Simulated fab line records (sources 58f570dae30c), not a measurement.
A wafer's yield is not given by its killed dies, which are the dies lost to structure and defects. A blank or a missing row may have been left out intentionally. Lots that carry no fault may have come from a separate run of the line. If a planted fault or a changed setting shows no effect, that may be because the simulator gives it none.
A struck lot beside a sound one / flow berkeley-cmos170 / 14 steps out of a route of 331
Sound: these wafers, L324.2, L324.3, L324.6. Wafers struck: L312.1, L312.3, L312.4. Last of all comes the cause.
Each step with rows lists, per side, the tool, then ch with its chambers, then its first start. Under that, the readings that differ: sound wafers / struck wafers / difference of the means / sigmas: that difference in standard deviations of wafers without a fault.
alike: a reading whose means differ by less than 2 such deviations, as well as words and numbers matching on both sides. not compared: withheld readings; readings where some wafer has no value; bounds like >300 that might hide an equal value; numbers whose values overlap and for which the record gives no deviation.
A row with sigmas, a row that says differs or no value, or rows on one side alone: a step with any of these is where the two part. Numbers that have no deviation but don't overlap get no sigmas and don't part them. A reading missing from all wafers of one side parts the sides only when that side holds two or more wafers.

UCB170_CONTACT_ETCH_18: etches PSG in CHF3/CF4/Ar, stops on TiSi2, target depth 840 nm, time 195 s.
  sound: rie-diel-01 ch 1,2; struck: rie-diel-03 ch 0,1,3
  alike: drypump-motor-current-A, oes-product-au, throttle-valve-pct
  not compared: rf-hours-counter-h
UCB170_CONTACT_STRIP_19: strips in O2.
  sound on plasma-asher-04 ch 0,1, day 14 08:44; struck on plasma-asher-04 ch 0,1, day 10 04:04
  alike: drypump-motor-current-A, oes-product-au
  not compared: rf-hours-counter-h
UCB170_CONTACT_CD_MEAS_90 targets a cd of 700 nm.
  sound: cd-sem-02 at day 14 08:51; struck: cd-sem-01 at day 10 04:11
  alike: cd-nm
then, 1 step without rows for these wafers: UCB170_CONTACT_CLEAN_20 (cleans in SPM, time 600 s).
UCB170_M1_SPUTTER_00: material Al, target thk 600 nm, time 80 s.
  sound: pvd-sputter-02 at day 14 09:07; struck: pvd-sputter-01 at day 10 04:29
  alike: throttle-valve-pct
UCB170_M1_RS_MEAS_01: uses a four-point probe to measure.
  sound: film-metro-03 at day 14 09:12; struck: film-metro-04 at day 10 04:33
  alike: M1_AL_RS
UCB170_M1_THK_MEAS_02: measures by xrf.
  sound: film-metro-03 at day 14 09:19; struck: film-metro-04 at day 10 04:40
  alike: M1_AL_THK
then, 5 steps without rows for these wafers: UCB170_M1_COAT_03; UCB170_M1_COAT_04 (resist thk 900 nm); UCB170_M1_SOFTBAKE_05 (time 60 s); UCB170_M1_EXPOSE_06 (exposes mask METAL1, target cd 700 nm); UCB170_M1_PEB_07.
UCB170_M1_DEVELOP_08: develop time 45 s.
  struck on litho-track-01, day 10 05:00; sound on litho-track-02 ch 0, day 14 10:00
  no value came back on the struck wafers for chill-plate-temp-C (C), develop-time-s (s); on the sound wafers chill-plate-temp-C (C) reads 23.12 22.97 22.95
reading=model.KrF_of_M1_COAT_04.thk-nm (nm); sound=889 886.9 889; struck=904 902.6 901.9; difference=+15; sigmas=
UCB170_M1_CD_MEAS_09 targets a cd of 700 nm.
  sound: cd-sem-02 at day 14 10:23; struck: cd-sem-01 at day 10 05:53
reading=cd-nm (nm); sound=701.0 700.9 700.8; struck=- - -; difference=no value on the struck wafers; sigmas=

WHERE THEY PART
Earliest at UCB170_M1_DEVELOP_08; latest, in this record, at UCB170_M1_CD_MEAS_09.

WHY: the cause the simulator had injected
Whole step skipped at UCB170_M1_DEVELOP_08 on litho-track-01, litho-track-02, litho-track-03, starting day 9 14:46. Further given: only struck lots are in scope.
